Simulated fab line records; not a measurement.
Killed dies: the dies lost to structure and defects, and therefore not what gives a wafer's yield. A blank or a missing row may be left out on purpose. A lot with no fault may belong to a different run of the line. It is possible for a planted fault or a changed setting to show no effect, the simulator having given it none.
The tool behind it: which one? + flow ritCmos + 14 lots with 42 wafers sampled at 2 steps, on a route of 202 steps

== WHAT THE GAUGES READ, wafer by wafer ==
The record lacks any reading of a measuring or inspecting step that a usual standard deviation could be used to judge.

== WHICH TOOL RAN EACH LOT (tool, then ch and the chambers of the sampled wafers, then the start) ==
| lot  | RIT_GATE_ETCH_19               | RIT_M1_PROBE_99        |
|------|--------------------------------|------------------------|
| L528 | rieSi-02 ch 1,2, day 2 14:07   | -                      |
| L530 | rieSi-02 ch 1,2,3, day 3 01:04 | -                      |
| L531 | rieSi-01 ch 0,1,3, day 3 03:33 | -                      |
| L532 | rieSi-02 ch 1,2,3, day 3 11:16 | -                      |
| L533 | rieSi-01 ch 0,1,2, day 3 15:41 | -                      |
| L534 | rieSi-02 ch 0,2,3, day 3 23:43 | -                      |
| L535 | rieSi-01 ch 1,2, day 4 01:34   | -                      |
| L536 | rieSi-02 ch 0,1,3, day 4 07:26 | -                      |
| L538 | rieSi-02 ch 1,2,3, day 4 19:17 | -                      |
| L540 | rieSi-02 ch 0,1, day 5 04:38   | -                      |
| L541 | rieSi-01 ch 0,1,2, day 5 08:27 | -                      |
| L542 | rieSi-02 ch 1,2, day 5 13:30   | -                      |
| L545 | rieSi-01 ch 1,2,3, day 6 03:56 | prober-01, day 7 00:28 |
| L550 | rieSi-02 ch 0,1,3, day 7 07:22 | -                      |
- RIT_GATE_ETCH_19: etches poly-Si in SF6/CHF3/O2, stops on SiO2, time 165 s, target depth 312.5 nm.
- RIT_M1_PROBE_99

== WHAT THE TOOLS THEMSELVES READ (means of the sampled wafers that have a number; where no wafer has one, the mark that the record gives instead) ==
RIT_GATE_ETCH_19. Usual: drypumpMotorCurrentA 5.6 A, standard deviation 0.53; oesProductAu 0.868 a.u., standard deviation 0.013; rfFwdPowerW 159.4 W, standard deviation 0.5; runLengthS 193.3 s, standard deviation 0.49; throttleValvePct 10.17 %, standard deviation 0.17.
| lot  | tool     | drypumpMotorCurrentA (A) | oesProductAu (a.u.) | rfFwdPowerW (W) | runLengthS (s) | throttleValvePct (%) | flag |
|------|----------|--------------------------|---------------------|-----------------|----------------|----------------------|------|
| L528 | rieSi-02 | 5.6                      | 0.875               | 159.4           | 192.7          | 10.14                |      |
| L530 | rieSi-02 | 5.4                      | 0.862               | 159.7           | 193.2          | 10.19                |      |
| L531 | rieSi-01 | 6.0                      | 0.876               | 159.3           | 193.1          | 10.20                |      |
| L532 | rieSi-02 | 5.4                      | 0.862               | 159.6           | 193.2          | 10.20                |      |
| L533 | rieSi-01 | 6.1                      | 0.863               | 159.8           | 193.5          | 10.11                |      |
| L534 | rieSi-02 | 5.2                      | 0.859               | 159.2           | 193.6          | 10.29                |      |
| L535 | rieSi-01 | 6.0                      | 0.868               | 159.0           | 193.5          | 10.04                |      |
| L536 | rieSi-02 | 5.4                      | 0.869               | 159.4           | 193.2          | 10.10                |      |
| L538 | rieSi-02 | 5.4                      | 0.868               | 159.1           | 192.9          | 10.19                |      |
| L540 | rieSi-02 | 5.5                      | 0.865               | 159.4           | 193.0          | 10.04                |      |
| L541 | rieSi-01 | 6.1                      | 0.859               | 159.5           | 195.7          | 10.11                | OFF  |
| L542 | rieSi-02 | 5.6                      | 0.875               | 159.3           | 192.7          | 10.13                |      |
| L545 | rieSi-01 | 5.9                      | 0.860               | 159.5           | 195.5          | 10.15                | OFF  |
| L550 | rieSi-02 | 5.3                      | 0.869               | 159.2           | 193.2          | 10.11                |      |

RIT_M1_PROBE_99. Usual: killedAtContacts 0.1, standard deviation 0.31; killedAtFrontEnd 7, standard deviation 3.2; killedDies 7, standard deviation 3.2; killedOpen 3.6, standard deviation 1.9; killedShort 3.6, standard deviation 2.
| lot  | tool      | killedAtContacts | killedAtFrontEnd | killedDies | killedOpen | killedShort | flag |
|------|-----------|------------------|------------------|------------|------------|-------------|------|
| L545 | prober-01 | 0.3              | 8                | 8          | 3.7        | 4.3         |      |

== THE ANSWER, worked out from the rows above alone ==
Rule: take the mean of a lot's wafers that have a number; if it is more than 3 standard deviations from the usual mean, the lot is off. A lot without any number at a reading at which 4 lots or more have one is off too. Any other lot the step has rows for is counted as sound. The gauges are gone through in route order, then the tools' own readings, and for those a lot's mean is taken as printed above. The first step at which some lot is off is used, and at that step the reading that is off furthest; a lot without a number counts as furthest.
Off: L541, L545, at RIT_GATE_ETCH_19 (runLengthS).
If a tool, at that step or one of the process steps before it, ran each lot that is off and ran no sound lot following the first of them, it fits. One fits: RIT_GATE_ETCH_19 on rieSi-01. A fault onset in the window from L535 (day 4 01:34, its last sound lot) to L541 (day 5 08:27, its first lot off) fits.
On the lots that are off, the tool's own readings at RIT_GATE_ETCH_19 differ by more than 5 times the standard deviation of the sound lots' means, which bears it out; runLengthS reads 195.6 s there versus 193.2 s on the sound lots.

== WHAT THE SIMULATOR HAD INSERTED ==
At RIT_GATE_ETCH_19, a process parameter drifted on rieSi-01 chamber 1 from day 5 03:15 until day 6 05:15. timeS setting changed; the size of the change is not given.
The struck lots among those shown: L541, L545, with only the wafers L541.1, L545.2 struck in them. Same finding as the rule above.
